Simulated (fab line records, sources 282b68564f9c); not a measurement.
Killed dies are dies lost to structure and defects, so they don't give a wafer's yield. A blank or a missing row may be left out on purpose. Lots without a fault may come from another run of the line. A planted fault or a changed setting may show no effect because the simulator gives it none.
A struck lot beside a sound one | flow rit_cmos | 17 steps out of a route of 202
Sound: wafers L442.1, L442.5, L442.6. Struck: wafers L446.1, L446.2, L446.6. The cause comes at the end.
At each step with rows: each side's tool, then ch and its chambers, then its first start. Under that, the readings that differ: sound wafers | struck wafers | difference of the means | sigmas: that difference in standard deviations of wafers without a fault.
alike: readings whose means differ by less than 2 such deviations, and words and numbers that are the same on both sides. not compared: withheld readings, readings that some wafer has no value for, bounds like >300 that may hide the same value, and numbers for which the record gives no deviation and whose values overlap.
The two part at a step that has a row with sigmas, a row that says differs or no value, or rows on one side only. Numbers that don't overlap but have no deviation are shown without sigmas and don't part them. A reading that every wafer of one side lacks parts them only if that side has two wafers or more.

first, 1 step without rows for these wafers: RIT_GATE_HARDBAKE_18 (time 60 s).
RIT_GATE_ETCH_19: etches poly-Si in SF6/CHF3/O2, stops on SiO2, time 165 s, target depth 312.5 nm.
  sound on rie_si-01 ch 0,1,3, day 5 02:21; struck on rie_si-01 ch 2,3, day 6 00:32
  alike: drypump_motor_current_A, he_backside_leak_sccm, oes_product_au, throttle_valve_pct
  not compared: rf_hours_counter_h
RIT_GATE_STRIP_20: strips in O2, time 180 s.
  sound on plasma_asher-02 ch 0,1, day 5 02:28; struck on plasma_asher-04 ch 0,1, day 6 00:38
  reading                     | sound       | struck      | difference | sigmas
  drypump_motor_current_A (A) | 6.8 6.8 6.1 | 5.6 4.8 5.6 | -1.2       | -2
  not compared: rf_hours_counter_h
RIT_GATE_CD_MEAS_90: target cd 150 nm.
  sound on cd_sem-02, day 5 02:38; struck on cd_sem-02, day 6 00:49
  alike: cd_nm
then, 4 steps without rows for these wafers: RIT_REOX_CLEAN_00 (cleans in SC1, time 600 s); RIT_REOX_CLEAN_01 (cleans in dHF, time 30 s); RIT_REOX_CLEAN_02 (cleans in SC2, time 600 s); RIT_REOX_OXIDATION_03 (target thk 25.2 nm, ox time 5580 s).
RIT_REOX_THK_MEAS_04:
  sound on film_metro-01, day 5 06:32; struck on film_metro-03, day 6 04:44
  alike: REOX_OXIDE_THK
then, 3 steps without rows for these wafers: RIT_NLDD_HMDS_00 (prime time 60 s); RIT_NLDD_COAT_01 (resist thk 1000 nm); RIT_NLDD_SOFTBAKE_02 (time 60 s).
RIT_NLDD_EXPOSE_03: exposes mask M7, target cd 40700 nm.
  sound on iline_stepper-01 ch 0, day 5 07:03; struck on iline_stepper-01 ch 0, day 6 05:23
  reading                      | sound                   | struck               | difference | sigmas
  model.NLDD.overlay_x_nm (nm) | -0.6662 -0.6662 -0.6662 | -149.5 -149.5 -149.5 | -148.8     |
  alike: mask
then, 2 steps without rows for these wafers: RIT_NLDD_PEB_04; RIT_NLDD_DEVELOP_05 (develop time 50 s).
RIT_NLDD_OVL_MEAS_06:
  sound on overlay-02, day 5 07:37; struck on overlay-01, day 6 05:59
  reading       | sound          | struck               | difference | sigmas
  NLDD_OVL (nm) | -0.9 -2.5 -4.4 | -151.3 -152.0 -152.7 | -149.4     | -99 or more
  not compared: hold
RIT_M1_PROBE_99:
  the record has rows for the sound wafers here (prober-01, day 5 23:14) and none for the struck ones

WHERE THEY PART
First at RIT_GATE_STRIP_20; last, within this record, at RIT_M1_PROBE_99.

WHY: what the simulator had put in
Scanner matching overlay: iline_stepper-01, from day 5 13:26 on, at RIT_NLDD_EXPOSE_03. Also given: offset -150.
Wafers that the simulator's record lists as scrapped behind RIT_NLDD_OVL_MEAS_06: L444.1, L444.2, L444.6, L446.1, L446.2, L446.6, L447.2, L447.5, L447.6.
